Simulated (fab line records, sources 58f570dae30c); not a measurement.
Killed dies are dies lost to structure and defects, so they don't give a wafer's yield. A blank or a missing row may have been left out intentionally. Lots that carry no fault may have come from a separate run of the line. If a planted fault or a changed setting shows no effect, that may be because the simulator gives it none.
Which tool was responsible? | flow berkeley cmos170 | 14 lots, 42 wafers sampled, at 4 steps of a route of 331

## WHAT THE GAUGES READ, wafer by wafer
UCB170_V2_THK_MEAS_04. Usual: V2_POLISHED_THK typically reads 999.3 nm, with standard deviation 1.1.
lot  | measured     | on            | V2_POLISHED_THK (nm) | flag
L602 | day 8 15:43  | film metro-03 | 1000.0 999.6 1000.8  |
L604 | day 9 22:10  | film metro-03 | 999.9 998.9 999.2    |
L607 | day 10 04:27 | film metro-04 | 999.1 999.0 999.5    |
L606 | day 10 06:43 | film metro-03 | 999.9 1000.2 999.1   |
L608 | day 10 05:04 | film metro-04 | 999.7 998.7 999.1    |
L609 | day 10 16:47 | film metro-03 | 999.3 997.7 997.2    |
L614 | day 11 04:04 | film metro-04 | 998.0 997.9 998.4    |
L613 | day 11 04:47 | film metro-04 | 999.6 998.6 1000.8   |
L612 | day 11 04:26 | film metro-01 | 998.7 998.6 998.9    |
L616 | day 12 07:14 | film metro-01 | 997.7 1000.0 1000.3  |
L618 | day 12 13:32 | film metro-04 | 998.1 999.2 999.4    |
L620 | day 13 01:29 | film metro-04 | 997.8 1000.6 1000.3  |
L622 | day 13 15:47 | film metro-04 | 1000.3 1000.6 999.7  |
L624 | day 14 12:25 | film metro-03 | 999.5 1001.7 999.6   |

UCB170_V2_CD_MEAS_12: target cd 700 nm. Usual: cd nm at 700.1 nm, with a standard deviation of 1.4.
lot  | measured     | on        | cd nm (nm)        | flag
L602 | day 8 16:52  | cd sem-01 | 700.0 700.5 700.6 |
L604 | day 9 23:40  | cd sem-01 | 699.9 700.3 700.8 |
L607 | day 10 05:51 | cd sem-01 | 700.8 701.8 702.1 |
L606 | day 10 08:22 | cd sem-02 | 700.2 700.8 701.2 |
L608 | day 10 06:11 | cd sem-01 | 699.9 700.4 700.2 |
L609 | day 10 18:11 | cd sem-02 | 698.8 698.6 698.3 |
L614 | day 11 05:59 | cd sem-02 | 697.8 698.5 698.7 |
L613 | day 11 06:32 | cd sem-02 | 698.4 700.3 698.0 |
L612 | day 11 06:28 | cd sem-01 | 698.3 697.9 698.6 |
L616 | day 12 08:27 | cd sem-01 | 701.4 699.7 702.1 |
L618 | day 12 15:09 | cd sem-02 | 700.7 699.8 700.4 |
L620 | day 13 03:10 | cd sem-01 | 697.5 698.9 699.2 |
L622 | day 13 19:29 | cd sem-02 | 701.5 702.7 702.6 |
L624 | day 14 13:36 | cd sem-01 | 699.7 700.3 699.8 |

## WHICH TOOL RAN EACH LOT (tool, then ch and the chambers of the sampled wafers, then the start)
lot  | UCB170_PVT_STRIP_08                  | UCB170_V2_CVD_00
L602 | plasma asher-03 ch 0,1, day 6 09:27  | pecvd-01 ch 0,1,2, day 8 15:04
L604 | plasma asher-02 ch 1, day 7 11:30    | pecvd-03 ch 0,2, day 9 21:32
L607 | plasma asher-02 ch 0,1, day 8 06:15  | pecvd-01 ch 0,1,2, day 10 03:49
L606 | plasma asher-03 ch 0,1, day 8 06:35  | pecvd-03 ch 0,1,2, day 10 06:04
L608 | plasma asher-02 ch 0,1, day 8 06:46  | pecvd-04 ch 1,2, day 10 04:25
L609 | plasma asher-03 ch 0,1, day 8 17:43  | pecvd-01 ch 0,1, day 10 16:07
L614 | plasma asher-04 ch 0,1, day 9 09:37  | pecvd-04 ch 0,1,2, day 11 03:25
L613 | plasma asher-03 ch 0,1, day 9 09:45  | pecvd-04 ch 1,2, day 11 04:09
L612 | plasma asher-04 ch 0,1, day 9 09:54  | pecvd-01 ch 0,1,2, day 11 03:47
L616 | plasma asher-04 ch 0,1, day 10 04:27 | pecvd-01 ch 0,1, day 12 06:34
L618 | plasma asher-04 ch 0,1, day 10 11:20 | pecvd-04 ch 0,1,2, day 12 12:54
L620 | plasma asher-03 ch 0,1, day 10 17:43 | pecvd-04 ch 0,1,2, day 13 00:50
L622 | plasma asher-03 ch 0,1, day 11 07:00 | pecvd-04 ch 1,2, day 13 15:07
L624 | plasma asher-04 ch 0,1, day 12 04:08 | pecvd-01 ch 1,2, day 14 11:43
- UCB170_PVT_STRIP_08: strips in O2.
- UCB170_V2_CVD_00: deposits SiO2 from TEOS/O2, target thk 2000 nm, time 250 s.

## WHAT THE TOOLS THEMSELVES READ (means of the sampled wafers that have a number; where no wafer has one, the mark that the record gives instead)
UCB170_PVT_STRIP_08. Usual: drypump motor current A 6.12 A, standard deviation 0.29; oes product au 0.734 a.u., standard deviation 0.0044; strip time to endpoint s 21.61 s, standard deviation 0.062.
lot  | tool            | drypump motor current A (A) | oes product au (a.u.) | strip time to endpoint s (s) | flag
L602 | plasma asher-03 | 6.10                        | 0.737                 | 21.53                        |
L604 | plasma asher-02 | 5.68                        | 0.729                 | 21.53                        |
L607 | plasma asher-02 | 5.88                        | 0.736                 | 21.58                        |
L606 | plasma asher-03 | 6.09                        | 0.731                 | 21.57                        |
L608 | plasma asher-02 | 6.06                        | 0.733                 | 21.65                        |
L609 | plasma asher-03 | 6.10                        | 0.733                 | 21.61                        |
L614 | plasma asher-04 | 6.15                        | 0.736                 | 21.67                        |
L613 | plasma asher-03 | 6.33                        | 0.732                 | 21.55                        |
L612 | plasma asher-04 | 6.24                        | 0.736                 | 21.59                        |
L616 | plasma asher-04 | 6.15                        | 0.727                 | 21.63                        |
L618 | plasma asher-04 | 6.25                        | 0.732                 | 21.55                        |
L620 | plasma asher-03 | 6.33                        | 0.737                 | 21.69                        |
L622 | plasma asher-03 | 6.32                        | 0.734                 | 21.58                        |
L624 | plasma asher-04 | 6.16                        | 0.734                 | 21.61                        |

UCB170_V2_CVD_00. Usual: heater power w at 222 W, with a standard deviation of 45.
lot  | tool     | heater power w (W) | flag
L602 | pecvd-01 | 202                |
L604 | pecvd-03 | 280                |
L607 | pecvd-01 | 206                |
L606 | pecvd-03 | 259                |
L608 | pecvd-04 | 210                |
L609 | pecvd-01 | 206                |
L614 | pecvd-04 | 266                |
L613 | pecvd-04 | 245                |
L612 | pecvd-01 | 185                |
L616 | pecvd-01 | 191                |
L618 | pecvd-04 | 254                |
L620 | pecvd-04 | 241                |
L622 | pecvd-04 | 226                |
L624 | pecvd-01 | 174                |

## THE ANSWER, worked out from the rows above alone
Rule: take the mean of a lot's wafers that have a number; if it is more than 3 standard deviations from the usual mean, the lot is off. A lot without any number at a reading at which 4 lots or more have one is off too. Where the step has rows for the other lots, those lots are counted as sound. The gauges are gone through in route order, then the tools' own readings, and for those a lot's mean is taken as printed above. At the first step where some lot is off, the reading lying furthest off is the one used; lots without a number count as furthest.
Nothing can be told from this: no lot is off at any reading shown.

## WHAT HAD BEEN PUT IN BY THE SIMULATOR
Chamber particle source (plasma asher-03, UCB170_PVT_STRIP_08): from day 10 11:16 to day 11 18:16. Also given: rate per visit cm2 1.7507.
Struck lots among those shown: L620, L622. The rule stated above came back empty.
